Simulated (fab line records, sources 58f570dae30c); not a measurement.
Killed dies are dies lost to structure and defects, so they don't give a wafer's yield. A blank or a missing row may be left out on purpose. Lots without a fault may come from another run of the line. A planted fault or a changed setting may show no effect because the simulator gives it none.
Which tool did it? | flow berkeley_cmos170 | 14 lots, 42 wafers sampled, at 4 steps of a route of 331

WHAT THE GAUGES READ, wafer by wafer
UCB170_WELLDRIVE_THK_MEAS_02. Usual: WELLDRIVE_OXIDE_THK 199 nm, standard deviation 3.2.
lot  | measured    | on            | WELLDRIVE_OXIDE_THK (nm) | flag
L648 | day 3 18:48 | film_metro-03 | 200 199 203              |
L649 | day 4 00:53 | film_metro-04 | 199 199 197              |
L647 | day 4 00:55 | film_metro-02 | 204 202 203              |
L650 | day 4 14:22 | film_metro-04 | 201 200 201              |
L652 | day 4 14:26 | film_metro-04 | 201 200 201              |
L653 | day 5 03:34 | film_metro-03 | 201 203 206              |
L656 | day 5 16:55 | film_metro-02 | 198 197 196              |
L659 | day 6 03:25 | film_metro-03 | 195 196 195              |
L662 | day 6 23:22 | film_metro-04 | 205 203 201              |
L661 | day 6 23:23 | film_metro-02 | 197 200 198              |
L668 | day 8 01:47 | film_metro-02 | 201 207 205              |
L666 | day 8 01:52 | film_metro-04 | 202 203 204              |
L669 | day 8 16:50 | film_metro-04 | 193 197 195              |
L670 | day 8 16:50 | film_metro-02 | 203 200 198              |

UCB170_ACTIVE_CD_MEAS_13: target cd 1200 nm. Usual: cd_nm 1200.1 nm, standard deviation 1.4.
lot  | measured    | on        | cd_nm (nm)           | flag
L648 | day 4 16:14 | cd_sem-01 | 1200.5 1201.1 1201.6 |
L649 | day 5 00:37 | cd_sem-01 | 1200.9 1200.0 1199.9 |
L647 | day 5 00:42 | cd_sem-02 | 1200.8 1200.6 1199.9 |
L650 | day 5 07:26 | cd_sem-01 | 1200.1 1199.1 1200.5 |
L652 | day 5 07:35 | cd_sem-02 | 1199.2 1198.0 1198.7 |
L653 | day 5 23:40 | cd_sem-01 | 1199.2 1201.5 1202.6 |
L656 | day 6 13:07 | cd_sem-01 | 1199.1 1199.4 1197.7 |
L659 | day 7 05:02 | cd_sem-02 | 1198.7 1200.5 1200.6 |
L662 | day 7 16:35 | cd_sem-02 | 1202.8 1203.5 1202.3 |
L661 | day 7 16:05 | cd_sem-01 | 1199.2 1200.2 1199.6 |
L668 | day 8 22:15 | cd_sem-01 | 1198.5 1198.8 1199.4 |
L666 | day 8 21:55 | cd_sem-01 | 1200.7 1201.6 1200.2 |
L669 | day 9 15:26 | cd_sem-01 | 1198.6 1197.5 1198.3 |
L670 | day 9 15:13 | cd_sem-01 | 1198.8 1198.3 1199.0 |

UCB170_V2_CD_MEAS_90: target cd 700 nm. Usual: cd_nm 700.2 nm, standard deviation 1.4.
lot  | measured     | on        | cd_nm (nm)        | flag
L648 | day 8 08:26  | cd_sem-02 | 699.8 701.7 699.7 |
L649 | day 9 04:48  | cd_sem-01 | 701.0 700.3 700.0 |
L647 | day 9 04:28  | cd_sem-02 | 701.5 701.5 699.8 |
L650 | day 9 02:47  | cd_sem-01 | 703.0 699.2 700.5 |
L652 | day 9 03:59  | cd_sem-01 | 700.5 699.0 700.6 |
L653 | day 9 19:25  | cd_sem-01 | 699.3 700.5 698.8 |
L656 | day 10 10:04 | cd_sem-02 | 698.1 700.4 698.6 |
L659 | day 10 21:56 | cd_sem-02 | 701.2 701.8 698.7 |
L662 | day 11 13:28 | cd_sem-01 | 697.2 696.6 698.9 |
L661 | day 11 13:05 | cd_sem-02 | 702.3 700.6 701.6 |
L668 | day 12 20:07 | cd_sem-02 | 702.0 699.9 700.9 |
L666 | day 12 19:17 | cd_sem-02 | 700.6 699.4 700.3 |
L669 | day 13 10:01 | cd_sem-02 | 699.5 698.5 700.3 |
L670 | day 13 08:40 | cd_sem-02 | 700.3 702.4 701.5 |

WHICH TOOL RAN EACH LOT (tool, then ch and the chambers of the sampled wafers, then the start)
lot  | UCB170_PVT_STRIP_08
L648 | plasma_asher-02 ch 0,1, day 6 02:31
L649 | plasma_asher-01 ch 0,1, day 7 00:41
L647 | plasma_asher-03 ch 0,1, day 7 00:38
L650 | plasma_asher-03 ch 0,1, day 6 23:46
L652 | plasma_asher-01 ch 0,1, day 7 00:06
L653 | plasma_asher-01 ch 0,1, day 7 19:25
L656 | plasma_asher-03 ch 0, day 8 04:34
L659 | plasma_asher-01 ch 0,1, day 8 16:50
L662 | plasma_asher-03 ch 0,1, day 9 06:01
L661 | plasma_asher-02 ch 0,1, day 9 05:47
L668 | plasma_asher-03 ch 0,1, day 10 18:26
L666 | plasma_asher-02 ch 0, day 10 18:10
L669 | plasma_asher-02 ch 0,1, day 11 05:44
L670 | plasma_asher-01 ch 0,1, day 11 05:58
- UCB170_PVT_STRIP_08: strips in O2.

WHAT THE TOOLS THEMSELVES READ (means of the sampled wafers that have a number; where no wafer has one, the mark that the record gives instead)
UCB170_PVT_STRIP_08. Usual: drypump_motor_current_A 5.8 A, standard deviation 0.34; oes_product_au 0.731 a.u., standard deviation 0.0044; strip_time_to_endpoint_s 21.78 s, standard deviation 0.064.
lot  | tool            | drypump_motor_current_A (A) | oes_product_au (a.u.) | strip_time_to_endpoint_s (s) | flag
L648 | plasma_asher-02 | 6.0                         | 0.733                 | 21.83                        |
L649 | plasma_asher-01 | 5.8                         | 0.727                 | 21.74                        |
L647 | plasma_asher-03 | 5.6                         | 0.729                 | 21.82                        |
L650 | plasma_asher-03 | 5.6                         | 0.728                 | 21.72                        |
L652 | plasma_asher-01 | 5.8                         | 0.732                 | 21.90                        |
L653 | plasma_asher-01 | 5.8                         | 0.731                 | 21.71                        |
L656 | plasma_asher-03 | 5.6                         | 0.730                 | 21.71                        |
L659 | plasma_asher-01 | 5.8                         | 0.731                 | 21.77                        |
L662 | plasma_asher-03 | 5.6                         | 0.731                 | 21.91                        |
L661 | plasma_asher-02 | 6.2                         | 0.733                 | 21.83                        |
L668 | plasma_asher-03 | 5.6                         | 0.731                 | 21.73                        |
L666 | plasma_asher-02 | 6.3                         | 0.728                 | 21.86                        |
L669 | plasma_asher-02 | 6.2                         | 0.733                 | 21.83                        |
L670 | plasma_asher-01 | 5.5                         | 0.734                 | 21.76                        |

THE ANSWER, worked out from the rows above alone
Rule: a lot is off if the mean of its wafers that have a number lies more than 3 standard deviations from the usual mean. A lot without any number at a reading at which 4 lots or more have one is off too. The other lots that the step has rows for count as sound. The gauges are gone through in route order, then the tools' own readings, and for those a lot's mean is taken as printed above. The first step at which some lot is off is used, and at that step the reading that is off furthest; a lot without a number counts as furthest.
No lot is off at any reading shown: from this, nothing can be told.

WHAT THE SIMULATOR HAD PUT IN
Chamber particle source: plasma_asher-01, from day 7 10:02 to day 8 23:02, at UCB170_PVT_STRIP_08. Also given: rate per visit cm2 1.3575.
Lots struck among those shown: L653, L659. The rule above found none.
